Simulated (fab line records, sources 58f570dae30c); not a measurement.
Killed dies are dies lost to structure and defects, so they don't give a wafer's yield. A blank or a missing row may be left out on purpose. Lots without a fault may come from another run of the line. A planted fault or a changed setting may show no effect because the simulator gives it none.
A struck lot beside a sound one | flow berkeley_cmos170 | 16 steps out of a route of 331
Sound: wafers L556.1, L556.2, L556.5. Struck: wafer L573.3. The cause comes at the end.
At each step with rows: each side's tool, then ch and its chambers, then its first start. Under that, the readings that differ: sound wafers | struck wafers | difference of the means | sigmas: that difference in standard deviations of wafers without a fault.
alike: readings whose means differ by less than 2 such deviations, and words and numbers that are the same on both sides. not compared: withheld readings, readings that some wafer has no value for, bounds like >300 that may hide the same value, and numbers for which the record gives no deviation and whose values overlap.
The two part at a step that has a row with sigmas, a row that says differs or no value, or rows on one side only. Numbers that don't overlap but have no deviation are shown without sigmas and don't part them. A reading that every wafer of one side lacks parts them only if that side has two wafers or more.

UCB170_V2_CMP_02: polishes SiO2.
  sound on cmp-02 ch 0,1,2, day 7 16:45; struck on cmp-02 ch 1, day 11 14:18
  alike: edge_zone_pressure_frac, motor_current_A
UCB170_V2_BOW_MEAS_03:
  sound on film_metro-04, day 7 17:00; struck on film_metro-03, day 11 14:32
  alike: V2_BOW
UCB170_V2_THK_MEAS_04:
  sound on film_metro-04, day 7 17:07; struck on film_metro-03, day 11 14:38
  reading              | sound               | struck | difference | sigmas
  V2_POLISHED_THK (nm) | 1001.5 1000.9 999.2 | 996.9  | -3.6       | -3
then, 7 steps without rows for these wafers: UCB170_V2_CLEAN_05 (cleans in DIW); UCB170_V2_HMDS_06 (prime time 60 s); UCB170_V2_COAT_07 (resist thk 900 nm); UCB170_V2_SOFTBAKE_08 (time 60 s); UCB170_V2_EXPOSE_09 (exposes mask VIA2, target cd 700 nm); UCB170_V2_PEB_10; UCB170_V2_DEVELOP_11 (develop time 45 s).
UCB170_V2_CD_MEAS_12: target cd 700 nm.
  sound on cd_sem-02, day 7 19:17; struck on cd_sem-01, day 11 17:17
  alike: cd_nm
UCB170_V2_OVL_MEAS_13:
  sound on overlay-02, day 7 19:24; struck on overlay-01, day 11 17:22
  alike: V2_OVL
UCB170_V2_ETCH_14: etches SiO2 in CHF3/CF4/Ar, stops on Al, target depth 1250 nm, time 291 s.
  sound on rie_diel-03 ch 1,2, day 7 19:26; struck on rie_diel-03 ch 1, day 11 17:24
  reading                             | sound             | struck  | difference | sigmas
  oes_product_au (a.u.)               | 0.883 0.876 0.877 | 0.823   | -0.056     | -6
  over_etch_frac                      | 0.25 0.25 0.25    | 0.47541 | +0.22541   |
  model.KrF_of_V2_COAT_07.thk_nm (nm) | 610 615.6 612.9   | 570.3   | -42.5      |
  model.V2.feature_depth_nm (nm)      | 1001 1001 999.2   | 1003    | +3         |
  alike: drypump_motor_current_A, throttle_valve_pct
  not compared: rf_hours_counter_h
UCB170_V2_STRIP_15: strips in O2.
  sound on plasma_asher-02 ch 0,1, day 7 19:37; struck on plasma_asher-01 ch 1, day 11 17:37
  reading                      | sound             | struck | difference | sigmas
  strip_time_to_endpoint_s (s) | 15.30 15.43 15.36 | 14.38  | -0.98      | -8
  alike: drypump_motor_current_A, oes_product_au
  not compared: rf_hours_counter_h
UCB170_V2_CD_MEAS_90: target cd 700 nm.
  sound on cd_sem-01, day 7 19:43; struck on cd_sem-01, day 11 17:43
  alike: cd_nm
UCB170_M3_PROBE_99:
  the record has rows for the sound wafers here (prober-01, day 7 23:19) and none for the struck ones

WHERE THEY PART
First at UCB170_V2_THK_MEAS_04; last, within this record, at UCB170_M3_PROBE_99.

WHY: what the simulator had put in
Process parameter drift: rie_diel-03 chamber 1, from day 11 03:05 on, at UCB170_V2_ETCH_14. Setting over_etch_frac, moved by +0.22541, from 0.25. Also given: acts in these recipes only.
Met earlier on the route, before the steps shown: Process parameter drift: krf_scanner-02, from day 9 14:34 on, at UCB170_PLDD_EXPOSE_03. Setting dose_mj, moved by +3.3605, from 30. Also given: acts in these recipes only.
